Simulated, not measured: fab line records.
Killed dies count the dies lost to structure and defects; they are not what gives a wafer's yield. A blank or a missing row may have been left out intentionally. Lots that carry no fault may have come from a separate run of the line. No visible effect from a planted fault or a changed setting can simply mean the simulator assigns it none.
One fault through the eyes of 2 desks | flow ritCmos | each desk has only its own numbers; what lay behind them comes last

## FOR THE TOOL OWNER'S DESK: implanter-01
The tool's own readings at RIT_NRETRO_IMPLANT_08, given as means over the sampled wafers that have a number, one for each lot that went through this tool. If a lot's mean is further than 4 standard deviations from the usual mean, the lot is out of limits and carries the mark OUT (the distance appears in the brackets).
Columns: A = tiltDeg at RIT_NRETRO_IMPLANT_08, usual 7.001 degrees
lot  | first seen here | A
L903 | day 2 15:15     | 6.993
L906 | day 3 06:43     | 6.992
L911 | day 4 11:45     | 7.821 (+37) OUT
L913 | day 4 18:19     | 7.774 (+35) OUT
This desk's finding: out of limits on L911, L913; first on L911, day 4 11:45 (tiltDeg at RIT_NRETRO_IMPLANT_08). L903, L906: within limits.

## THE METROLOGY DESK
Lot by lot, what the gauges showed, no matter which tool ran the lot: averages of those sampled wafers that carry a number. If a lot's mean is further than 4 standard deviations from the usual mean, the lot is out of limits and carries the mark OUT (the distance appears in the brackets).
Columns: A = PWELL_OVL at RIT_PWELL_OVL_MEAS_06, usual 0.0 nm; B = NLDD_OVL at RIT_NLDD_OVL_MEAS_06, usual -0.2 nm
lot  | first seen here | A    | B
L901 | day 1 22:31     | 0.4  | 0.7
L902 | day 2 02:53     | 0.6  | -0.8
L903 | day 2 07:49     | -1.3 | 1.8
L906 | day 2 23:26     | -0.2 | 1.5
L911 | day 4 04:27     | -0.9 | 0.9
L912 | day 4 05:46     | 0.2  | -1.7
L913 | day 4 09:58     | -1.1 | -1.3
L917 | day 5 07:10     | 0.6  | 1.2
L919 | day 5 19:37     | -0.2 | -3.4
L920 | day 5 22:32     | 1.9  | 0.1
L922 | day 6 09:35     | 0.4  | -2.0
L924 | day 6 17:29     | -0.4 | -2.5
This desk's finding: nothing out of limits on any of the 12 lots.

## PUT TOGETHER
An alarm could have come from the tool owner's desk at day 4 11:45, on L911, L913.
Metrology desk: nothing out of limits seen.
The metrology desk holds a record of L911, L913, inside its limits.
RIT_NRETRO_IMPLANT_08 was run on implanter-01 by each of the lots named.

## WHAT THE SIMULATOR HAD INSERTED
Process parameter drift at RIT_NRETRO_IMPLANT_08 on implanter-01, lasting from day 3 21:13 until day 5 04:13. A move of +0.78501 in setting tiltDeg, from 7. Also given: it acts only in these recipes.
Struck lots among those shown: L911, L913.
How many hours passed from the start of the fault until each desk's first out-of-limits reading: the tool owner's desk, 15.
